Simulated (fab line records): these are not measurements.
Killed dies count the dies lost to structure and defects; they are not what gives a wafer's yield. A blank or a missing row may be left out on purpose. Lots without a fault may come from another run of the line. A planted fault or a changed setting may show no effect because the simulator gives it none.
A lot that was struck, set against a sound lot / flow ritCmos / 15 steps out of a route of 202
Sound: wafers L973.1, L973.2, L973.4. Wafers struck: L981.1, L981.4, L981.6. The cause comes at the end.
At each step with rows: each side's tool, then ch and its chambers, then its first start. Under that, the readings that differ: sound wafers / struck wafers / difference of the means / sigmas: that difference in standard deviations of wafers without a fault.
alike: a reading whose means differ by less than 2 such deviations, as well as words and numbers matching on both sides. not compared: withheld readings; readings where some wafer has no value; bounds like >300 that might hide an equal value; numbers whose values overlap and for which the record gives no deviation.
Wherever a step has rows on one side only, a row that says differs or no value, or a row with sigmas, the two part there. Numbers that have no deviation but don't overlap get no sigmas and don't part them. A reading missing from all wafers of one side parts the sides only when that side holds two or more wafers.

first, 2 steps without rows for these wafers: RIT_PSD_HARDBAKE_07 (time 60 s); RIT_PSD_IMPLANT_08.
RIT_PSD_STRIP_09: strips in O2, time 180 s.
  sound on plasmaAsher-04 ch 0,1, day 3 12:35; struck on plasmaAsher-03 ch 0,1, day 5 05:10
reading=drypumpMotorCurrentA (A); sound=5.4 5.2 5.3; struck=6.1 6.2 6.2; difference=+0.9; sigmas=+2
  not compared: rfHoursCounterH
RIT_PSD_TW_MEAS_10:
  sound on filmMetro-01 at day 3 12:46; struck on filmMetro-01 at day 5 05:20
  alike: PSD_TW
then, 3 steps without rows for these wafers: RIT_SDANNEAL_CLEAN_00 (cleans in SC1, time 600 s); RIT_SDANNEAL_CLEAN_01 (cleans in dHF, time 30 s); RIT_SDANNEAL_CLEAN_02 (cleans in SC2, time 600 s).
RIT_SDANNEAL_RTA_03: time 5 s.
  sound on rtpAnneal-01 ch 0, day 3 13:11; struck on rtpAnneal-01 ch 0, day 5 05:46
reading=wafer_temp_C_max; sound=1051.6 1051.5 1051.8; struck=1054.4 1053.7 1054.9; difference=+2.7; sigmas=+2
  alike: annealTempCMax
RIT_SDANNEAL_RS_MEAS_04: measurement is done with a four-point probe.
  sound on filmMetro-01 at day 3 13:19; struck on filmMetro-02 at day 5 05:49
  alike: PSD_RS
RIT_SDANNEAL_RS_MEAS_05: measurement is done with a four-point probe.
  sound on filmMetro-01 at day 3 13:26; struck on filmMetro-02 at day 5 05:56
reading=NSD_RS (ohm/sq); sound=83.71 83.99 84.06; struck=85.06 84.73 84.98; difference=+1.00; sigmas=+4
RIT_SDANNEAL_RS_MEAS_06: measurement is done with a four-point probe.
  sound on filmMetro-01 at day 3 13:33; struck on filmMetro-02 at day 5 06:04
  alike: PLDD_RS
RIT_SDANNEAL_RS_MEAS_07: measurement is done with a four-point probe.
  sound on filmMetro-01 at day 3 13:40; struck on filmMetro-02 at day 5 06:11
  alike: NLDD_RS
RIT_SILICIDE_WET_ETCH_00: etches SiO2 in BOE, target depth 14 nm, time 15 s.
  sound on wetBench-03 ch 3, day 3 13:47; struck on wetBench-01 ch 1, day 5 06:18
  no value came back on the struck wafers for bathHeatDutyPct (%), runLengthS (s); on the sound wafers bathHeatDutyPct (%) reads 1.7 1.3 1.5
reading=model.SiO2_of_FOX2_OXIDATION_00.thkNm (nm); sound=149.6 155.2 150.5; struck=178.9 190.2 181.1; difference=+31.6; sigmas=
RIT_SILICIDE_SPUTTER_01: material Ti, target thk 30 nm, time 240 s.
  sound on pvdSputter-03 at day 3 13:48; struck on pvdSputter-03 at day 5 06:19
  alike: throttleValvePct
RIT_M1_PROBE_99:
  sound on prober-02 at day 3 20:56; struck on prober-02 at day 5 13:20
reading=killedAtFrontEnd; sound=15 10 13; struck=264 264 264; difference=+251; sigmas=+76
reading=killedDies; sound=15 10 13; struck=264 264 264; difference=+251; sigmas=+79
reading=killedOnRim; sound=4 1 3; struck=70 70 70; difference=+67; sigmas=+45
  alike: killedOpen, killedShort

== WHERE THEY PART ==
Last at RIT_M1_PROBE_99 as far as this record goes, first at RIT_PSD_STRIP_09.

WHY: what the simulator had put in
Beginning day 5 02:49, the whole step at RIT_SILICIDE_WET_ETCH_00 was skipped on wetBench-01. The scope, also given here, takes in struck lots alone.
